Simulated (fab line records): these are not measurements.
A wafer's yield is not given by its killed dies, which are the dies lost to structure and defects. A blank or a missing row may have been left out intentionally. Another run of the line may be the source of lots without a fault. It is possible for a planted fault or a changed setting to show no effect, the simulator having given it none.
fab line records ; flow berkeley_cmos170
[record] lots = 13; wafers = 39; last_day = 12
route steps=331 shown ACTIVE@76 PFIELD@82 CONTACT@224 M2@286
lots with no fault: from the same line, run without faults
start_h: hours from the record's first day to the start of the lot's first wafer shown ; wait_h: time in hours since the lot's previous step ; " repeats the value in the row above ; L1.1+2: several wafers, shown together as one row ; - no value, or no start given ; * or withheld: withheld ; < > ~ a bound
route shown NAME@n: NAME is a module with steps in the file, n the number in the route of the first one ; usual: the fault-free wafers' mean and standard deviation ; same: alike in all rows ; chamber/n: place in a boat ; sites: the reading at each site ; _std_site: standard deviation of those values ; _edge_site: mean of outer sites minus mean of inner sites ; radius_mm: for every site, how far away it sits from the centre of the wafer ; mask NAME#n: copy n ; behind: the last tool/chamber to shape the wafer ; hold: why the lot went on hold/how many hours it stayed there/how the hold came to an end ; device: the n, p or np transistor that did not switch ; end of line: at the end of the route, the tests of the same wafers ; a step given without rows: its recipe and nothing more ; killed: at the first sort, the dies lost to defects and structure; wafer yield is something else ; map: a wafer's dies, marking killed ones x, the rest . and places with no die _
set.NAME: the setting as run; set.NAME@STEP: as run at that earlier step ; model.NAME: the simulator's own value behind a step, which no gauge read
steps of the route over a sample of lots; a table a step, a row a wafer
services: a tool's chamber out of use, with start hour (start_h, from the record's first day; less than 0 if before it), hours out, and reason
[[steps]]
[step UCB170_ACTIVE_STRIP_16]
[recipe] chemistry = O2; power_w = 400; pressure_mtorr = 3500; platen_temp_c = withheld; o2_flow_sccm = 400; overash_fraction = 0.5
[usual] chamber_pressure_mTorr = 3500/3.2; drypump_motor_current_A = 5.9/0.61; oes_product_au = 0.720/0.0046; strip_time_to_endpoint_s = 17.70/0.065
lot.wafer;tool;chamber;start_h;wait_h;chamber_pressure_mTorr;drypump_motor_current_A;oes_product_au;rf_hours_counter_h;strip_time_to_endpoint_s
L315.1;plasma_asher-01;1;71.37;0.1;3499;6.5;0.715;37;17.75
L315.2;plasma_asher-01;0;71.37;0.1;3495;5.6;0.719;37;17.77
L315.5;plasma_asher-01;0;71.37;0.1;3495;5.6;0.716;-;17.76
L316.2;plasma_asher-04;1;86.99;0.1;3504;6.3;0.717;25;17.85
L316.3;plasma_asher-04;1;86.99;0.1;3501;6.3;0.725;-;17.80
L316.4;plasma_asher-04;0;86.99;0.1;3495;6.2;0.706;-;17.85
L319.2;plasma_asher-01;0;96.47;0.1;3504;5.7;0.722;39;17.70
L319.3;plasma_asher-01;0;96.47;0.1;3495;5.7;0.719;-;17.73
L319.5;plasma_asher-01;1;96.47;0.1;3503;6.5;0.724;-;17.67
L320.2;plasma_asher-04;0;118.57;0.1;3498;6.2;0.718;28;17.74
L320.3;plasma_asher-04;1;118.57;0.1;3499;6.4;0.725;-;17.68
L320.6;plasma_asher-04;0;118.57;0.1;3500;6.2;0.719;-;17.65
L323.2;plasma_asher-04;0;126.60;0.1;3498;6.2;0.724;29;17.73
L323.3;plasma_asher-04;1;126.60;0.1;3497;6.3;0.721;-;17.73
L323.5;plasma_asher-04;0;126.60;0.1;3500;6.2;0.724;-;17.81
L322.1;plasma_asher-02;1;126.87;0.1;3503;4.8;0.715;42;17.64
L322.5;plasma_asher-02;0;126.87;0.1;3503;5.1;0.717;-;17.67
L322.6;plasma_asher-02;1;126.87;0.1;3506;4.8;0.722;-;17.62
L321.4;plasma_asher-02;1;127.16;0.0;3503;4.9;0.725;-;17.80
L321.5;plasma_asher-02;0;127.16;0.0;3499;5.2;0.722;-;17.78
L321.6;plasma_asher-02;1;127.16;0.0;3503;4.9;0.714;-;17.71
L330.1;plasma_asher-01;1;160.52;0.1;3500;6.5;0.712;5;17.67
L330.3;plasma_asher-01;1;160.52;0.1;3498;6.5;0.718;-;17.79
L330.4;plasma_asher-01;0;160.52;0.1;3499;5.6;0.728;-;17.77
L329.2;plasma_asher-02;1;169.23;0.1;3502;4.8;0.719;46;17.67
L329.4;plasma_asher-02;0;169.23;0.1;3499;5.1;0.725;-;17.74
L329.6;plasma_asher-02;0;169.23;0.1;3503;5.1;0.729;-;17.80
L332.3;plasma_asher-04;1;169.50;0.1;3501;6.3;0.719;-;17.63
L332.5;plasma_asher-04;1;169.50;0.1;3501;6.3;0.724;-;17.62
L332.6;plasma_asher-04;0;169.50;0.1;3500;6.2;0.718;-;17.66
L331.3;plasma_asher-01;0;169.74;0.1;3499;5.7;0.719;-;17.69
L331.4;plasma_asher-01;1;169.74;0.1;3496;6.5;0.721;-;17.75
L331.5;plasma_asher-01;0;169.74;0.1;3493;5.7;0.726;-;17.72
L333.2;plasma_asher-04;0;178.77;0.1;3506;6.3;0.721;33;17.63
L333.3;plasma_asher-04;0;178.77;0.1;3495;6.2;0.720;-;17.57
L333.6;plasma_asher-04;1;178.77;0.1;3504;6.4;0.716;-;17.58
L335.1;plasma_asher-04;0;186.38;0.1;3501;6.2;0.722;34;17.73
L335.2;plasma_asher-04;1;186.38;0.1;3495;6.3;0.722;34;17.63
L335.6;plasma_asher-04;0;186.38;0.1;3500;6.2;0.717;-;17.55
[step UCB170_PFIELD_EXPOSE_03]
[recipe] mask_id = PFIELD; na = 0.5; sigma_outer = 0.6; source_shape = conventional; target_cd_nm = 1500; dose_mj = 30
lot.wafer;tool;chamber;start_h;wait_h;mask
L315.1+2+5;krf_scanner-02;0;72.56;0.1;PFIELD#0
L316.2+3+4;krf_scanner-02;0;87.98;0.2;PFIELD#0
L319.2+3+5;krf_scanner-01;0;97.61;0.1;PFIELD#0
L320.2+3+6;krf_scanner-01;0;120.67;0.2;PFIELD#0
L323.2+3+5;krf_scanner-02;0;130.59;0.2;NWELL#0
L322.1+5+6;krf_scanner-01;0;130.93;0.4;PFIELD#0
L321.4+5+6;krf_scanner-02;0;131.23;0.4;PFIELD#0
L330.1+3+4;krf_scanner-02;0;161.99;0.2;PFIELD#0
L329.2+4+6;krf_scanner-01;0;170.93;0.2;PFIELD#0
L331.3+4+5;krf_scanner-02;0;171.19;0.5;PFIELD#0
L332.3+5+6;krf_scanner-02;0;171.31;0.4;PFIELD#0
L333.2+3+6;krf_scanner-02;0;180.33;0.1;PFIELD#0
L335.1+2+6;krf_scanner-02;0;187.88;0.4;PFIELD#0
[step UCB170_PFIELD_OVL_MEAS_06]
[usual] PFIELD_OVL = 4/5.6
lot.wafer;tool;chamber;start_h;wait_h;PFIELD_OVL[nm]
L315.1;overlay-01;-;72.95;-;8
L315.2;overlay-01;-;72.95;-;2
L315.5;overlay-01;-;72.95;-;-4
L316.2;overlay-01;-;88.36;-;-4
L316.3;overlay-01;-;88.36;-;2
L316.4;overlay-01;-;88.36;-;-3
L319.2;overlay-01;-;98.01;-;5
L319.3;overlay-01;-;98.01;-;7
L319.5;overlay-01;-;98.01;-;7
L320.2;overlay-02;-;121.05;-;7
L320.3;overlay-02;-;121.05;-;11
L320.6;overlay-02;-;121.05;-;13
L323.2;overlay-02;-;131.45;-;-
L323.3;overlay-02;-;131.45;-;-
L323.5;overlay-02;-;131.45;-;-
L322.1;overlay-01;-;131.72;-;5
L322.5;overlay-01;-;131.72;-;6
L322.6;overlay-01;-;131.72;-;-6
L321.4;overlay-01;-;131.90;-;-2
L321.5;overlay-01;-;131.90;-;0
L321.6;overlay-01;-;131.90;-;-1
L330.1;overlay-01;-;162.66;-;0
L330.3;overlay-01;-;162.66;-;-7
L330.4;overlay-01;-;162.66;-;1
L329.2;overlay-01;-;171.31;-;10
L329.4;overlay-01;-;171.31;-;6
L329.6;overlay-01;-;171.31;-;6
L331.3;overlay-02;-;171.56;-;-6
L331.4;overlay-02;-;171.56;-;-4
L331.5;overlay-02;-;171.56;-;-4
L332.3;overlay-01;-;171.67;-;2
L332.5;overlay-01;-;171.67;-;3
L332.6;overlay-01;-;171.67;-;3
L333.2;overlay-02;-;180.91;-;20
L333.3;overlay-02;-;180.91;-;11
L333.6;overlay-02;-;180.91;-;9
L335.1;overlay-01;-;188.39;-;6
L335.2;overlay-01;-;188.39;-;6
L335.6;overlay-01;-;188.39;-;1
[step UCB170_PFIELD_TW_MEAS_09]
[usual] PFIELD_TW = 603/4.8
lot.wafer;tool;chamber;start_h;wait_h;hold;PFIELD_TW
L315.1;film_metro-01;-;73.24;0.1;-;608
L315.2;film_metro-01;-;73.24;0.1;-;606
L315.5;film_metro-01;-;73.24;0.1;-;608
L316.2;film_metro-01;-;88.69;0.1;-;605
L316.3;film_metro-01;-;88.69;0.1;-;604
L316.4;film_metro-01;-;88.69;0.1;-;606
L319.2;film_metro-01;-;98.30;0.1;-;607
L319.3;film_metro-01;-;98.30;0.1;-;609
L319.5;film_metro-01;-;98.30;0.1;-;608
L320.2;film_metro-01;-;121.34;0.1;-;604
L320.3;film_metro-01;-;121.34;0.1;-;604
L320.6;film_metro-01;-;121.34;0.1;-;606
L323.2;film_metro-01;-;131.77;0.1;await_dispo/0.2h/release;30
L323.3;film_metro-01;-;131.77;0.1;await_dispo/0.2h/release;30
L323.5;film_metro-01;-;131.77;0.1;await_dispo/0.2h/release;30
L323.2;film_metro-01;-;131.99;0.2;-;30
L323.3;film_metro-01;-;131.99;0.2;-;30
L323.5;film_metro-01;-;131.99;0.2;-;30
L322.1;film_metro-02;-;132.04;0.1;-;599
L322.5;film_metro-02;-;132.04;0.1;-;596
L322.6;film_metro-02;-;132.04;0.1;-;596
L321.4;film_metro-04;-;132.19;0.1;-;599
L321.5;film_metro-04;-;132.19;0.1;-;598
L321.6;film_metro-04;-;132.19;0.1;-;597
L330.1;film_metro-04;-;162.94;0.1;-;598
L330.3;film_metro-04;-;162.94;0.1;-;599
L330.4;film_metro-04;-;162.94;0.1;-;599
L329.2;film_metro-04;-;171.75;0.2;-;599
L329.4;film_metro-04;-;171.75;0.2;-;596
L329.6;film_metro-04;-;171.75;0.2;-;602
L331.3;film_metro-01;-;171.85;0.1;-;607
L331.4;film_metro-01;-;171.85;0.1;-;608
L331.5;film_metro-01;-;171.85;0.1;-;610
L332.3;film_metro-04;-;172.06;0.1;-;602
L332.5;film_metro-04;-;172.06;0.1;-;598
L332.6;film_metro-04;-;172.06;0.1;-;600
L333.2;film_metro-01;-;181.24;0.1;-;611
L333.3;film_metro-01;-;181.24;0.1;-;611
L333.6;film_metro-01;-;181.24;0.1;-;611
L335.1;film_metro-04;-;188.68;0.1;-;600
L335.2;film_metro-04;-;188.68;0.1;-;601
L335.6;film_metro-04;-;188.68;0.1;-;604
[step UCB170_CONTACT_RTA_08]
[recipe] temp_c = 900; time_s = 10; ambient = N2
[usual] lamp_power_pct = 22.8/1; wafer_temp_C_max = 903.3/0.71
lot.wafer;tool;chamber;start_h;wait_h;lamp_power_pct;wafer_temp_C_max
L315.1;rtp_anneal-02;0;155.42;0.0;24.0;903.4
L315.2;rtp_anneal-02;0;155.42;0.0;24.0;902.5
L315.5;rtp_anneal-02;0;155.42;0.0;24.0;902.6
L316.2;rtp_anneal-01;0;163.06;0.0;22.0;903.5
L316.3;rtp_anneal-01;0;163.06;0.0;22.0;904.2
L316.4;rtp_anneal-01;0;163.06;0.0;22.0;904.8
L319.2;rtp_anneal-02;0;164.76;0.0;24.1;903.4
L319.3;rtp_anneal-02;0;164.76;0.0;24.0;904.1
L319.5;rtp_anneal-02;0;164.76;0.0;24.0;903.1
L320.2;rtp_anneal-01;0;184.88;0.0;22.0;905.5
L320.3;rtp_anneal-01;0;184.88;0.0;22.0;903.9
L320.6;rtp_anneal-01;0;184.88;0.0;22.0;903.5
L322.1;rtp_anneal-02;0;192.31;0.0;24.0;903.4
L322.5;rtp_anneal-02;0;192.31;0.0;24.0;903.2
L322.6;rtp_anneal-02;0;192.31;0.0;24.0;904.0
L321.4;rtp_anneal-01;0;193.68;0.0;22.0;902.9
L321.5;rtp_anneal-01;0;193.68;0.0;22.0;903.8
L321.6;rtp_anneal-01;0;193.68;0.0;22.0;902.2
L330.1;rtp_anneal-02;0;228.49;0.0;24.0;903.5
L330.3;rtp_anneal-02;0;228.49;0.0;24.0;902.1
L330.4;rtp_anneal-02;0;228.49;0.0;24.1;902.9
L332.3;rtp_anneal-01;0;237.74;0.0;22.0;902.3
L332.5;rtp_anneal-01;0;237.74;0.0;22.0;903.1
L332.6;rtp_anneal-01;0;237.74;0.0;22.0;903.6
L331.3;rtp_anneal-01;0;242.33;0.0;22.0;904.0
L331.4;rtp_anneal-01;0;242.33;0.0;22.0;903.4
L331.5;rtp_anneal-01;0;242.33;0.0;22.0;903.2
L329.2;rtp_anneal-01;0;243.18;0.0;22.0;904.4
L329.4;rtp_anneal-01;0;243.18;0.0;22.0;903.2
L329.6;rtp_anneal-01;0;243.18;0.0;21.9;902.9
L333.2;rtp_anneal-01;0;245.97;0.0;22.0;902.3
L333.3;rtp_anneal-01;0;245.97;0.0;22.0;903.5
L333.6;rtp_anneal-01;0;245.97;0.0;22.0;903.0
L335.1;rtp_anneal-02;0;251.08;0.0;24.0;902.9
L335.2;rtp_anneal-02;0;251.08;0.0;24.0;903.4
L335.6;rtp_anneal-02;0;251.08;0.0;24.1;901.9
[step UCB170_M2_CD_MEAS_15]
[recipe] target_cd_nm = 700
[usual] cd_nm = 699.9/1.2
lot.wafer;tool;chamber;start_h;wait_h;cd_nm
L315.1;cd_sem-02;-;168.35;-;699.6
L315.2;cd_sem-02;-;168.35;-;699.5
L315.5;cd_sem-02;-;168.35;-;698.0
L316.2;cd_sem-02;-;176.54;-;701.5
L316.3;cd_sem-02;-;176.54;-;701.7
L316.4;cd_sem-02;-;176.54;-;701.5
L319.2;cd_sem-02;-;179.38;-;698.7
L319.3;cd_sem-02;-;179.38;-;699.1
L319.5;cd_sem-02;-;179.38;-;698.1
L320.2;cd_sem-01;-;199.69;-;699.4
L320.3;cd_sem-01;-;199.69;-;698.6
L320.6;cd_sem-01;-;199.69;-;696.8
L322.1;cd_sem-01;-;209.22;-;700.5
L322.5;cd_sem-01;-;209.22;-;701.4
L322.6;cd_sem-01;-;209.22;-;700.4
L321.4;cd_sem-02;-;209.38;-;698.6
L321.5;cd_sem-02;-;209.38;-;699.2
L321.6;cd_sem-02;-;209.38;-;700.0
L330.1;cd_sem-01;-;242.77;-;701.7
L330.3;cd_sem-01;-;242.77;-;699.9
L330.4;cd_sem-01;-;242.77;-;699.5
L332.3;cd_sem-01;-;254.90;-;700.8
L332.5;cd_sem-01;-;254.90;-;699.3
L332.6;cd_sem-01;-;254.90;-;699.5
L329.2;cd_sem-02;-;255.16;-;698.6
L329.4;cd_sem-02;-;255.16;-;700.5
L329.6;cd_sem-02;-;255.16;-;699.5
L331.3;cd_sem-02;-;255.81;-;700.2
L331.4;cd_sem-02;-;255.81;-;700.5
L331.5;cd_sem-02;-;255.81;-;700.7
L333.2;cd_sem-01;-;259.87;-;698.8
L333.3;cd_sem-01;-;259.87;-;699.4
L333.6;cd_sem-01;-;259.87;-;699.6
L335.1;cd_sem-01;-;268.88;-;698.5
L335.2;cd_sem-01;-;268.88;-;698.5
L335.6;cd_sem-01;-;268.88;-;699.5
[[services]]
tool;chamber;start_h;hours;kind
krf_scanner-02;-;62.75;0.8;pm
krf_scanner-01;-;67.18;4.0;pm
krf_scanner-01;-;87.33;7.5;repair
plasma_asher-02;-;97.61;3.2;repair
krf_scanner-01;-;102.37;1.3;pm
plasma_asher-01;-;108.75;9.0;pm
plasma_asher-01;0;108.75;9.0;vent_cycle
plasma_asher-01;1;108.75;9.0;vent_cycle
krf_scanner-01;-;113.32;4.4;pm
plasma_asher-01;0;117.75;-;clean
plasma_asher-01;1;117.75;-;clean
krf_scanner-02;-;133.11;0.8;repair
krf_scanner-02;-;141.38;1.3;pm
krf_scanner-02;-;149.68;1.0;pm
plasma_asher-04;-;153.10;4.3;pm
krf_scanner-02;-;156.25;0.3;repair
krf_scanner-01;-;172.36;1.0;pm
krf_scanner-02;-;214.71;3.0;pm
krf_scanner-02;-;231.60;0.8;pm
krf_scanner-02;-;233.50;4.4;pm
krf_scanner-01;-;233.51;2.6;repair
[[key]]
[first_sign] step = UCB170_PFIELD_EXPOSE_03; reading = mask; direction = changed
[effect] step = UCB170_PFIELD_OVL_MEAS_06; reading = PFIELD_OVL; direction = missing
[effect] step = UCB170_PFIELD_TW_MEAS_09; reading = visit; direction = added
[effect] step = UCB170_PFIELD_TW_MEAS_09; reading = PFIELD_TW; direction = down; sigmas = 99+; usual = 603; struck = 30
met_at UCB170_PFIELD_EXPOSE_03
struck_lots L323
scrapped_behind UCB170_PFIELD_TW_MEAS_09 L323.2,L323.3,L323.5
not_acting_at UCB170_ACTIVE_STRIP_16,UCB170_CONTACT_RTA_08,UCB170_M2_CD_MEAS_15
onset_between 87.98 130.59
[fault] kind = wrong_mask; tool = any; chamber = -; onset_h = 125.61; steps = UCB170_PFIELD_EXPOSE_03; aux_copy = NWELL#0; scope = struck_lots_only
